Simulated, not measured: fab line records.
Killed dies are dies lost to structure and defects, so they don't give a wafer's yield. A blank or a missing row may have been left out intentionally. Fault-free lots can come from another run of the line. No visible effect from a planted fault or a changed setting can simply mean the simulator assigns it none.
fab line records	flow rit_cmos	part 1 of 2: steps 1 to 34 of 48
[record] lots = 5	wafers = 15	last_day = 7
route steps=202 shown GATE@90 REOX@98 NLDD@103 PLDD@114 SPACER@125 NSD@131
lots that met no fault: from a run of the same line without faults
start_h: hours from the record's opening day to when the first of the lot's shown wafers began	wait_h: hours elapsed since this lot's preceding step	" unchanged from the row above	L1.1+2: several wafers, shown together as one row	- no value present, or no start provided	* or withheld: withheld	< > ~ a bound
route shown NAME@n: a module of which the file shows steps, and the number in the route of the first	usual: the fault-free wafers' mean and standard deviation	same: alike in all rows	chamber/n: place in a boat	sites: the reading at each site	_std_site: standard deviation across them	_edge_site: inner sites' mean taken away from outer sites' mean	radius_mm: for every site, how far away it sits from the centre of the wafer	mask NAME#n: copy n	behind: the most recent tool/chamber to have shaped the wafer	hold: why the lot was held/for how many hours/how that ended	device: which transistor (n, p or np) failed to switch	end of line: at the end of the route, the tests of the same wafers	step lacking rows: just its recipe	killed: at the first sort, the dies lost to defects and structure; wafer yield is something else	map: a wafer's dies, x killed, . not, _ none there
set.NAME: the setting the step ran with; set.NAME@STEP: the setting that earlier step ran with	model.NAME: the simulator's own value behind a step, which no gauge read
a table for each step, a row for each wafer; lots at some steps of the route
services: a tool's chamber out of use, with start hour (start_h, from the record's first day; less than 0 if before it), hours out, and reason
[[steps]]
[step RIT_GATE_PEB_14]
[recipe] resist = NOVOLAK	temp_c = withheld	time_s = withheld
lot.wafer	tool	chamber	start_h	wait_h
L079.3+4+5	litho_track-02	0	71.51	0.1
L081.1+2+6	litho_track-01	0	79.86	0.1
L092.2+4+5	litho_track-02	0	133.30	0.1
L095.2+3+5	litho_track-04	0	151.95	0.1
L096.3+4+5	litho_track-01	0	152.22	0.1
[step RIT_GATE_DEVELOP_15]
[recipe] resist = NOVOLAK	develop_time_s = 50	dev_temp_c = 23
lot.wafer	tool	chamber	start_h	wait_h
L079.3+4+5	litho_track-02	0	-	-
L081.1+2+6	litho_track-01	0	-	-
L092.2+4+5	litho_track-02	0	-	-
L095.2+3+5	litho_track-04	0	-	-
L096.3+4+5	litho_track-01	0	-	-
[step RIT_GATE_CD_MEAS_16]
[recipe] target_cd_nm = 150
[usual] cd_nm = 148.9/2.2
lot.wafer	tool	chamber	start_h	wait_h	cd_nm
L079.3	cd_sem-02	-	71.79	-	148.9
L079.4	"	-	"	"	150.1
L079.5	"	-	"	"	148.6
L081.1	cd_sem-02	-	80.14	-	145.3
L081.2	"	-	"	"	147.6
L081.6	"	-	"	"	146.7
L092.2	cd_sem-01	-	133.58	-	150.3
L092.4	"	-	"	"	149.4
L092.5	"	-	"	"	150.9
L095.2	cd_sem-01	-	152.23	-	151.7
L095.3	"	-	"	"	149.3
L095.5	"	-	"	"	148.7
L096.3	cd_sem-01	-	152.49	-	146.4
L096.4	"	-	"	"	148.5
L096.5	"	-	"	"	147.6
[step RIT_GATE_OVL_MEAS_17]
[usual] GATE_OVL = -0.3/1.5
lot.wafer	tool	chamber	start_h	wait_h	GATE_OVL[nm]
L079.3	overlay-02	-	71.88	0.1	-1.4
L079.4	"	-	"	"	1.4
L079.5	"	-	"	"	1.1
L081.1	overlay-02	-	80.26	0.1	0.4
L081.2	"	-	"	"	-1.3
L081.6	"	-	"	"	-1.4
L092.2	overlay-01	-	133.69	0.1	-0.1
L092.4	"	-	"	"	-0.3
L092.5	"	-	"	"	-1.3
L095.2	overlay-02	-	152.34	0.1	-0.2
L095.3	"	-	"	"	-0.3
L095.5	"	-	"	"	-1.5
L096.3	overlay-01	-	152.58	0.1	3.0
L096.4	"	-	"	"	0.5
L096.5	"	-	"	"	0.1
[step RIT_GATE_HARDBAKE_18]
[recipe] resist = NOVOLAK	temp_c = 140	time_s = 60
[same] time_s = 60
lot.wafer	tool	chamber	start_h	wait_h
L079.3+4+5	litho_track-04	0	72.18	0.3
L081.1+2+6	litho_track-01	0	80.45	0.2
L092.2+4+5	litho_track-01	0	133.74	0.0
L095.2+3+5	litho_track-04	0	152.39	0.0
L096.3+4+5	litho_track-01	0	152.66	0.1
[step RIT_GATE_ETCH_19]
[recipe] chemistry = SF6/CHF3/O2	time_s = 165	SF6_flow_sccm = 30	CHF3_flow_sccm = 30	O2_flow_sccm = 5	target = poly-Si	pressure_mtorr = 40	rf_w = 160	target_depth_a = 3125	over_etch_frac = 0.25	stop_on = SiO2
[usual] drypump_motor_current_A = 5.8/0.53	oes_product_au = 0.850/0.01	rf_fwd_power_W = 159.5/0.51	throttle_valve_pct = 10.27/0.2
[same] time_s = 165
lot.wafer	tool	chamber	start_h	wait_h	drypump_motor_current_A	oes_product_au	rf_fwd_power_W	rf_hours_counter_h	throttle_valve_pct
L079.3	rie_si-02	0	72.28	0.1	5.0	0.857	160.4	1	10.41
L079.4	"	2	"	"	5.3	0.850	159.7	-	9.95
L079.5	"	1	"	"	6.0	0.835	160.2	-	10.12
L081.1	rie_si-02	0	80.60	0.1	5.0	0.859	160.2	1	10.40
L081.2	"	1	"	"	6.0	0.846	158.4	130	10.12
L081.6	"	1	"	"	6.0	0.849	158.6	-	10.12
L092.2	rie_si-02	2	133.87	0.1	5.2	0.866	159.4	114	9.95
L092.4	"	3	"	"	6.4	0.840	160.1	4	10.49
L092.5	"	1	"	"	6.0	0.853	160.0	-	10.11
L095.2	rie_si-01	3	152.52	0.1	6.0	0.842	159.2	3	10.25
L095.3	"	0	"	"	6.2	0.846	159.3	51	10.54
L095.5	"	0	"	"	6.2	0.842	159.1	-	10.56
L096.3	rie_si-02	1	152.76	0.1	6.0	0.857	159.2	131	10.10
L096.4	"	0	"	"	5.0	0.864	158.2	2	10.40
L096.5	"	1	"	"	6.0	0.852	160.3	-	10.12
[step RIT_GATE_STRIP_20]
[recipe] chemistry = O2	time_s = 180	resist = NOVOLAK	platen_temp_c = withheld	power_w = 500	pressure_mtorr = 4000	o2_flow_sccm = 4000
[usual] drypump_motor_current_A = 6.0/0.44	rf_refl_power_W = 7.1/1.7
[same] time_s = 180
lot.wafer	tool	chamber	start_h	wait_h	drypump_motor_current_A	rf_hours_counter_h	rf_refl_power_W
L079.3	plasma_asher-04	0	72.45	0.1	6.4	-	6.6
L079.4	"	1	"	"	6.7	-	7.3
L079.5	"	1	"	"	6.7	-	7.4
L081.1	plasma_asher-01	0	80.71	0.1	5.9	42	5.7
L081.2	"	1	"	"	5.8	42	6.6
L081.6	"	1	"	"	5.8	-	6.4
L092.2	plasma_asher-03	1	133.98	0.1	5.5	48	5.6
L092.4	"	0	"	"	5.9	-	10.2
L092.5	"	1	"	"	5.5	-	5.3
L095.2	plasma_asher-03	0	152.62	0.1	5.9	51	9.8
L095.3	"	1	"	"	5.4	-	5.5
L095.5	"	0	"	"	5.9	-	10.3
L096.3	plasma_asher-01	1	152.92	0.1	5.8	-	6.2
L096.4	"	0	"	"	5.9	-	5.7
L096.5	"	1	"	"	5.8	-	6.5
[step RIT_GATE_CD_MEAS_90]
[recipe] target_cd_nm = 150
[usual] cd_nm = 148.9/2.3
lot.wafer	tool	chamber	start_h	wait_h	cd_nm
L079.3	cd_sem-02	-	72.60	0.1	148.8
L079.4	"	-	"	"	150.4
L079.5	"	-	"	"	148.0
L081.1	cd_sem-02	-	80.89	0.1	145.0
L081.2	"	-	"	"	147.3
L081.6	"	-	"	"	147.2
L092.2	cd_sem-01	-	134.17	0.1	150.0
L092.4	"	-	"	"	149.2
L092.5	"	-	"	"	150.4
L095.2	cd_sem-02	-	152.82	0.1	151.7
L095.3	"	-	"	"	149.2
L095.5	"	-	"	"	148.9
L096.3	cd_sem-01	-	153.08	0.1	146.2
L096.4	"	-	"	"	148.6
L096.5	"	-	"	"	147.4
[step RIT_REOX_CLEAN_00]
[recipe] chemistry = SC1	mix = 3:3:50	time_s = 600	temp_c = 75
[same] time_s = 600
lot.wafer	tool	chamber	start_h	wait_h
L079.3+4+5	wet_bench-04	0	72.68	0.1
L081.1+2+6	wet_bench-01	3	81.01	0.1
L092.2+4+5	wet_bench-04	0	134.27	0.1
L095.2+3+5	wet_bench-04	1	152.92	0.1
L096.3+4+5	wet_bench-04	2	153.16	0.1
[step RIT_REOX_CLEAN_01]
[recipe] chemistry = dHF	dilution = 50:1	time_s = 30
[same] time_s = 30
lot.wafer	tool	chamber	start_h	wait_h
L079.3+4+5	wet_bench-01	1	72.86	0.0
L081.1+2+6	wet_bench-03	1	81.18	0.0
L092.2+4+5	wet_bench-03	3	134.45	0.0
L095.2+3+5	wet_bench-03	2	153.09	0.0
L096.3+4+5	wet_bench-01	0	153.34	0.0
[step RIT_REOX_CLEAN_02]
[recipe] chemistry = SC2	mix = 3:3:50	time_s = 600	temp_c = 75	dry = n2_spin
[same] time_s = 600
lot.wafer	tool	chamber	start_h	wait_h
L079.3+4+5	wet_bench-03	3	72.88	0.0
L081.1+2+6	wet_bench-03	2	81.20	0.0
L092.2+4+5	wet_bench-01	2	134.46	0.0
L095.2+3+5	wet_bench-01	1	153.11	0.0
L096.3+4+5	wet_bench-03	2	153.35	0.0
[step RIT_REOX_OXIDATION_03]
[recipe] temp_c = 900	ambient = O2	target_thk_a = 252	ox_time_s = 5580
[usual] spike_tc_load_C = 929.1/1.9
lot.wafer	tool	chamber	start_h	wait_h	spike_tc_load_C
L079.3	furnace-03	0	74.59	1.5	928.0
L079.4	"	0	"	"	929.9
L079.5	"	0	"	"	929.5
L081.1	furnace-04	0	81.37	0.0	930.6
L081.2	"	0	"	"	930.5
L081.6	"	0	"	"	931.1
L092.2	furnace-03	0	134.76	0.1	927.5
L092.4	"	0	"	"	929.1
L092.5	"	0	"	"	929.5
L095.2	furnace-03	0	153.38	0.1	929.3
L095.3	"	0	"	"	929.2
L095.5	"	0	"	"	929.5
L096.3	furnace-04	0	154.73	1.2	931.4
L096.4	"	0	"	"	931.4
L096.5	"	0	"	"	928.9
[step RIT_REOX_THK_MEAS_04]
[recipe] reads = SiO2_of_REOX_OXIDATION_03
[usual] REOX_OXIDE_THK = 25.2/0.41
lot.wafer	tool	chamber	start_h	wait_h	REOX_OXIDE_THK[nm]
L079.3	film_metro-01	-	77.16	0.0	25.2
L079.4	"	-	"	"	24.7
L079.5	"	-	"	"	25.2
L081.1	film_metro-04	-	83.92	0.0	25.1
L081.2	"	-	"	"	25.3
L081.6	"	-	"	"	25.9
L092.2	film_metro-03	-	137.32	0.0	25.4
L092.4	"	-	"	"	25.4
L092.5	"	-	"	"	25.8
L095.2	film_metro-03	-	155.94	0.0	25.2
L095.3	"	-	"	"	24.6
L095.5	"	-	"	"	25.4
L096.3	film_metro-03	-	157.30	0.0	25.0
L096.4	"	-	"	"	25.2
L096.5	"	-	"	"	24.7
[step RIT_NLDD_HMDS_00]
[recipe] prime_time_s = 60	prime_temp_c = 140
lot.wafer	tool	chamber	start_h	wait_h
L079.3+4+5	litho_track-04	0	77.25	0.1
L081.1+2+6	litho_track-03	0	84.06	0.1
L092.2+4+5	litho_track-03	0	137.40	0.1
L095.2+3+5	litho_track-01	0	156.01	0.1
L096.3+4+5	litho_track-03	0	157.39	0.1
[step RIT_NLDD_COAT_01]
[recipe] resist = NOVOLAK	spin_rpm = 3250	resist_thk_nm = 1000
lot.wafer	tool	chamber	start_h	wait_h
L079.3+4+5	litho_track-04	0	77.40	0.1
L081.1+2+6	litho_track-03	0	84.21	0.1
L092.2+4+5	litho_track-03	0	137.55	0.1
L095.2+3+5	litho_track-01	0	156.16	0.1
L096.3+4+5	litho_track-03	0	157.54	0.1
[step RIT_NLDD_SOFTBAKE_02]
[recipe] resist = NOVOLAK	temp_c = 90	time_s = 60
[same] time_s = 60
lot.wafer	tool	chamber	start_h	wait_h
L079.3+4+5	litho_track-04	0	77.55	0.1
L081.1+2+6	litho_track-03	0	84.36	0.1
L092.2+4+5	litho_track-03	0	137.70	0.1
L095.2+3+5	litho_track-01	0	156.31	0.1
L096.3+4+5	litho_track-03	0	157.69	0.1
[step RIT_NLDD_EXPOSE_03]
[recipe] mask_id = M7	na = 0.57	target_cd_nm = 40700	dose_mj = 250
lot.wafer	tool	chamber	start_h	wait_h	mask
L079.3+4+5	iline_stepper-01	0	77.82	0.2	M7#0
L081.1+2+6	iline_stepper-02	0	84.51	0.1	M7#0
L092.2+4+5	iline_stepper-02	0	137.84	0.1	M7#0
L095.2+3+5	iline_stepper-02	0	156.46	0.1	M7#0
L096.3+4+5	iline_stepper-02	0	157.83	0.1	M7#0
[step RIT_NLDD_PEB_04]
[recipe] resist = NOVOLAK	temp_c = withheld	time_s = withheld
lot.wafer	tool	chamber	start_h	wait_h
L079.3+4+5	litho_track-01	0	77.94	0.1
L081.1+2+6	litho_track-03	0	84.63	0.1
L092.2+4+5	litho_track-03	0	137.97	0.1
L095.2+3+5	litho_track-04	0	156.58	0.1
L096.3+4+5	litho_track-03	0	157.95	0.1
[step RIT_NLDD_DEVELOP_05]
[recipe] resist = NOVOLAK	develop_time_s = 50	dev_temp_c = 23
lot.wafer	tool	chamber	start_h	wait_h
L079.3+4+5	litho_track-01	0	-	-
L081.1+2+6	litho_track-03	0	-	-
L092.2+4+5	litho_track-03	0	-	-
L095.2+3+5	litho_track-04	0	-	-
L096.3+4+5	litho_track-03	0	-	-
[step RIT_NLDD_OVL_MEAS_06]
[usual] NLDD_OVL = -0.2/1.2
lot.wafer	tool	chamber	start_h	wait_h	NLDD_OVL[nm]
L079.3	overlay-02	-	78.19	-	-1.3
L079.4	"	-	"	"	-2.7
L079.5	"	-	"	"	-2.5
L081.1	overlay-01	-	84.91	-	-1.3
L081.2	"	-	"	"	-1.1
L081.6	"	-	"	"	-1.9
L092.2	overlay-02	-	138.23	-	-1.8
L092.4	"	-	"	"	-0.9
L092.5	"	-	"	"	1.0
L095.2	overlay-01	-	156.84	-	-0.1
L095.3	"	-	"	"	1.1
L095.5	"	-	"	"	0.2
L096.3	overlay-02	-	158.20	-	-0.7
L096.4	"	-	"	"	0.7
L096.5	"	-	"	"	0.5
[step RIT_NLDD_HARDBAKE_07]
[recipe] resist = NOVOLAK	temp_c = 140	time_s = 60
[same] time_s = 60
lot.wafer	tool	chamber	start_h	wait_h
L079.3+4+5	litho_track-04	0	78.45	0.3
L081.1+2+6	litho_track-01	0	85.13	0.2
L092.2+4+5	litho_track-03	0	138.29	0.0
L095.2+3+5	litho_track-04	0	156.90	0.0
L096.3+4+5	litho_track-03	0	158.27	0.1
[step RIT_NLDD_IMPLANT_08]
[recipe] species = P	energy_kev = 20	dose_cm2 = 5e+14	tilt_deg = 7
[usual] beam_energy_keV = 19.999/0.0063
[same] implant_ion_amu = 31
lot.wafer	tool	chamber	start_h	wait_h	beam_energy_keV
L079.3	implanter-04	0	78.60	0.1	20.004
L079.4	"	0	"	"	20.003
L079.5	"	0	"	"	20.011
L081.1	implanter-01	0	85.28	0.1	19.998
L081.2	"	0	"	"	20.003
L081.6	"	0	"	"	20.001
L092.2	implanter-02	0	138.44	0.1	19.989
L092.4	"	0	"	"	19.997
L092.5	"	0	"	"	19.998
L095.2	implanter-01	0	157.05	0.1	19.995
L095.3	"	0	"	"	20.002
L095.5	"	0	"	"	19.999
L096.3	implanter-04	0	158.42	0.1	20.001
L096.4	"	0	"	"	19.993
L096.5	"	0	"	"	20.004
[step RIT_NLDD_STRIP_09]
[recipe] chemistry = O2	time_s = 180	resist = NOVOLAK	platen_temp_c = withheld	power_w = 500	pressure_mtorr = 4000	o2_flow_sccm = 4000
[usual] drypump_motor_current_A = 5.68/0.21	rf_refl_power_W = 6.5/1.8
[same] time_s = 180
lot.wafer	tool	chamber	start_h	wait_h	drypump_motor_current_A	rf_hours_counter_h	rf_refl_power_W
L079.3	plasma_asher-01	1	78.76	0.1	5.78	-	6.4
L079.4	"	0	"	"	5.87	-	5.6
L079.5	"	1	"	"	5.79	-	6.6
L081.1	plasma_asher-02	1	85.43	0.1	5.35	45	6.6
L081.2	"	0	"	"	5.80	45	4.6
L081.6	"	1	"	"	5.36	-	6.8
L092.2	plasma_asher-02	1	138.56	0.1	5.39	53	6.6
L092.4	"	0	"	"	5.80	-	4.6
L092.5	"	1	"	"	5.35	-	6.5
L095.2	plasma_asher-01	0	157.17	0.1	5.83	4	5.6
L095.3	"	0	"	"	5.85	-	5.9
L095.5	"	0	"	"	5.84	-	5.9
L096.3	plasma_asher-03	0	158.58	0.1	5.88	-	10.0
L096.4	"	1	"	"	5.43	-	5.9
L096.5	"	1	"	"	5.46	-	5.8
[step RIT_NLDD_TW_MEAS_10]
[usual] NLDD_TW = 2484/11
lot.wafer	tool	chamber	start_h	wait_h	NLDD_TW
L079.3	film_metro-03	-	78.90	0.1	2479
L079.4	"	-	"	"	2480
L079.5	"	-	"	"	2489
L081.1	film_metro-02	-	85.60	0.1	2461
L081.2	"	-	"	"	2479
L081.6	"	-	"	"	2481
L092.2	film_metro-04	-	138.75	0.1	2482
L092.4	"	-	"	"	2488
L092.5	"	-	"	"	2485
L095.2	film_metro-02	-	157.36	0.1	2485
L095.3	"	-	"	"	2465
L095.5	"	-	"	"	2478
L096.3	film_metro-03	-	158.72	0.1	2479
L096.4	"	-	"	"	2474
L096.5	"	-	"	"	2491
[step RIT_PLDD_HMDS_00]
[recipe] prime_time_s = 60	prime_temp_c = 140
lot.wafer	tool	chamber	start_h	wait_h
L079.3+4+5	litho_track-02	0	78.99	0.1
L081.1+2+6	litho_track-02	0	85.66	0.1
L092.2+4+5	litho_track-03	0	138.82	0.1
L095.2+3+5	litho_track-02	0	157.43	0.1
L096.3+4+5	litho_track-03	0	158.81	0.1
[step RIT_PLDD_COAT_01]
[recipe] resist = NOVOLAK	spin_rpm = 3250	resist_thk_nm = 1000
lot.wafer	tool	chamber	start_h	wait_h
L079.3+4+5	litho_track-02	0	79.14	0.1
L081.1+2+6	litho_track-02	0	85.81	0.1
L092.2+4+5	litho_track-03	0	138.97	0.1
L095.2+3+5	litho_track-02	0	157.58	0.1
L096.3+4+5	litho_track-03	0	158.96	0.1
[step RIT_PLDD_SOFTBAKE_02]
[recipe] resist = NOVOLAK	temp_c = 90	time_s = 60
[same] time_s = 60
lot.wafer	tool	chamber	start_h	wait_h
L079.3+4+5	litho_track-02	0	79.29	0.1
L081.1+2+6	litho_track-02	0	85.96	0.1
L092.2+4+5	litho_track-03	0	139.12	0.1
L095.2+3+5	litho_track-02	0	157.73	0.1
L096.3+4+5	litho_track-03	0	159.11	0.1
[step RIT_PLDD_EXPOSE_03]
[recipe] mask_id = M8	na = 0.57	target_cd_nm = 40900	dose_mj = 250
lot.wafer	tool	chamber	start_h	wait_h	mask
L079.3+4+5	iline_stepper-01	0	79.55	0.2	M8#0
L081.1+2+6	iline_stepper-01	0	86.24	0.2	M8#0
L092.2+4+5	iline_stepper-01	0	139.39	0.2	M8#0
L095.2+3+5	iline_stepper-01	0	157.88	0.1	M8#0
L096.3+4+5	iline_stepper-01	0	159.25	0.1	M8#0
[step RIT_PLDD_PEB_04]
[recipe] resist = NOVOLAK	temp_c = withheld	time_s = withheld
lot.wafer	tool	chamber	start_h	wait_h
L079.3+4+5	litho_track-04	0	79.68	0.1
L081.1+2+6	litho_track-03	0	86.35	0.1
L092.2+4+5	litho_track-04	0	139.51	0.1
L095.2+3+5	litho_track-04	0	158.01	0.1
L096.3+4+5	litho_track-02	0	159.38	0.1
[step RIT_PLDD_DEVELOP_05]
[recipe] resist = NOVOLAK	develop_time_s = 50	dev_temp_c = 23
lot.wafer	tool	chamber	start_h	wait_h
L079.3+4+5	litho_track-04	0	-	-
L081.1+2+6	litho_track-03	0	-	-
L092.2+4+5	litho_track-04	0	-	-
L095.2+3+5	litho_track-04	0	-	-
L096.3+4+5	litho_track-02	0	-	-
[step RIT_PLDD_OVL_MEAS_06]
[usual] PLDD_OVL = 0.0/1.4
lot.wafer	tool	chamber	start_h	wait_h	PLDD_OVL[nm]
L079.3	overlay-02	-	79.92	-	-0.6
L079.4	"	-	"	"	-0.7
L079.5	"	-	"	"	0.8
L081.1	overlay-02	-	86.64	-	-0.1
L081.2	"	-	"	"	0.5
L081.6	"	-	"	"	1.6
L092.2	overlay-02	-	139.78	-	1.7
L092.4	"	-	"	"	1.3
L092.5	"	-	"	"	2.3
L095.2	overlay-01	-	158.28	-	-1.0
L095.3	"	-	"	"	1.1
L095.5	"	-	"	"	1.9
L096.3	overlay-02	-	159.62	-	1.1
L096.4	"	-	"	"	-1.3
L096.5	"	-	"	"	-0.5
[step RIT_PLDD_HARDBAKE_07]
[recipe] resist = NOVOLAK	temp_c = 140	time_s = 60
[same] time_s = 60
lot.wafer	tool	chamber	start_h	wait_h
L079.3+4+5	litho_track-03	0	80.28	0.3
L081.1+2+6	litho_track-02	0	86.74	0.1
L092.2+4+5	litho_track-03	0	139.83	0.0
L095.2+3+5	litho_track-04	0	158.33	0.0
L096.3+4+5	litho_track-03	0	159.69	0.1
[step RIT_PLDD_IMPLANT_08]
[recipe] species = BF2	energy_kev = 20	dose_cm2 = 9e+14	tilt_deg = 7
[usual] beam_energy_keV = 19.999/0.0068
[same] implant_ion_amu = 49
lot.wafer	tool	chamber	start_h	wait_h	beam_energy_keV
L079.3	implanter-01	0	80.43	0.1	20.003
L079.4	"	0	"	"	20.000
L079.5	"	0	"	"	20.005
L081.1	implanter-03	0	86.89	0.1	20.010
L081.2	"	0	"	"	20.004
L081.6	"	0	"	"	20.004
L092.2	implanter-03	0	139.98	0.1	20.010
L092.4	"	0	"	"	20.005
L092.5	"	0	"	"	20.000
L095.2	implanter-01	0	158.48	0.1	19.993
L095.3	"	0	"	"	19.993
L095.5	"	0	"	"	19.996
L096.3	implanter-03	0	159.84	0.1	19.999
L096.4	"	0	"	"	19.989
L096.5	"	0	"	"	19.986
[step RIT_PLDD_STRIP_09]
[recipe] chemistry = O2	time_s = 180	resist = NOVOLAK	platen_temp_c = withheld	power_w = 500	pressure_mtorr = 4000	o2_flow_sccm = 4000
[usual] drypump_motor_current_A = 6.0/0.47	rf_refl_power_W = 6.2/0.97
[same] time_s = 180
lot.wafer	tool	chamber	start_h	wait_h	drypump_motor_current_A	rf_hours_counter_h	rf_refl_power_W
L079.3	plasma_asher-02	1	80.58	0.1	5.4	-	6.5
L079.4	"	0	"	"	5.8	-	4.6
L079.5	"	0	"	"	5.8	-	4.2
L081.1	plasma_asher-02	0	87.04	0.1	5.8	46	4.5
L081.2	"	1	"	"	5.4	46	6.8
L081.6	"	1	"	"	5.4	-	6.5
L092.2	plasma_asher-02	0	140.11	0.1	5.8	53	4.5
L092.4	"	1	"	"	5.4	-	6.6
L092.5	"	1	"	"	5.4	-	6.6
L095.2	plasma_asher-04	1	158.61	0.1	6.7	40	7.4
L095.3	"	1	"	"	6.7	-	7.2
L095.5	"	1	"	"	6.7	-	7.4
L096.3	plasma_asher-02	1	160.00	0.1	5.4	-	6.5
L096.4	"	0	"	"	5.8	-	4.7
L096.5	"	1	"	"	5.4	-	6.6
